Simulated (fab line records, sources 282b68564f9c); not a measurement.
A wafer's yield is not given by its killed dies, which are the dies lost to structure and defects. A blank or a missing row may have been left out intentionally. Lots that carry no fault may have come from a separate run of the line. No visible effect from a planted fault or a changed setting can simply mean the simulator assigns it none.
Chamber matching + flow rit_cmos + 4 sister chambers for RIT_SPACER_ETCHBACK_05 on rie_diel-02
The step etches Si3N4 in SF6/CHF3, stops on SiO2, target depth 250 nm, time 240 s. 7 wafers are shown with their chamber, then 8 later ones without.

== EACH WAFER AND ITS CHAMBER ==
| wafer  | chamber | throttle_valve_pct (%) | drypump_motor_current_A (A) |
|--------|---------|------------------------|-----------------------------|
| L664.3 | 1       | 10.32                  | 6.1                         |
| L672.1 | 3       | 10.58                  | 5.6                         |
| L672.3 | 2       | 10.28                  | 5.6                         |
| L674.3 | 2       | 10.27                  | 5.6                         |
| L674.5 | 0       | 10.20                  | 5.0                         |
| L674.6 | 3       | 10.57                  | 5.5                         |
| L679.1 | 0       | 10.19                  | 5.0                         |

== WAFERS WITHOUT THEIR CHAMBER ==
| wafer  | throttle_valve_pct (%) | drypump_motor_current_A (A) |
|--------|------------------------|-----------------------------|
| L679.5 | 10.58                  | 5.5                         |
| L679.6 | 10.27                  | 5.5                         |
| L681.2 | 10.57                  | 5.6                         |
| L681.4 | 10.26                  | 5.6                         |
| L681.5 | 10.21                  | 5.0                         |
| L687.2 | 10.35                  | 6.1                         |
| L687.4 | 10.33                  | 6.1                         |
| L687.6 | 10.57                  | 5.6                         |

== WHICH CHAMBER EACH WENT THROUGH ==
| wafer  | from the rows above | in truth |
|--------|---------------------|----------|
| L679.5 | 3                   | 3        |
| L679.6 | 2                   | 2        |
| L681.2 | 3                   | 3        |
| L681.4 | 2                   | 2        |
| L681.5 | 0                   | 0        |
| L687.2 | 1                   | 1        |
| L687.4 | 1                   | 1        |
| L687.6 | 3                   | 3        |
Placed correctly: 8 of 8. Number that these rows cannot place: 0. Placed wrongly: 0.
How it was worked out, from the rows above alone: a wafer's distance from a chamber is the root of the sum, over the readings, of the square of ((its reading less the chamber's mean) divided by the reading's scatter). The wafer belongs to the nearest chamber; if the next one is less than 2 further off, it can't be placed. A chamber's mean is the mean of its shown wafers. The scatter is the square root of a quotient: the sum, over the shown wafers, of each reading's squared deviation from its chamber's mean, divided by wafers minus chambers.
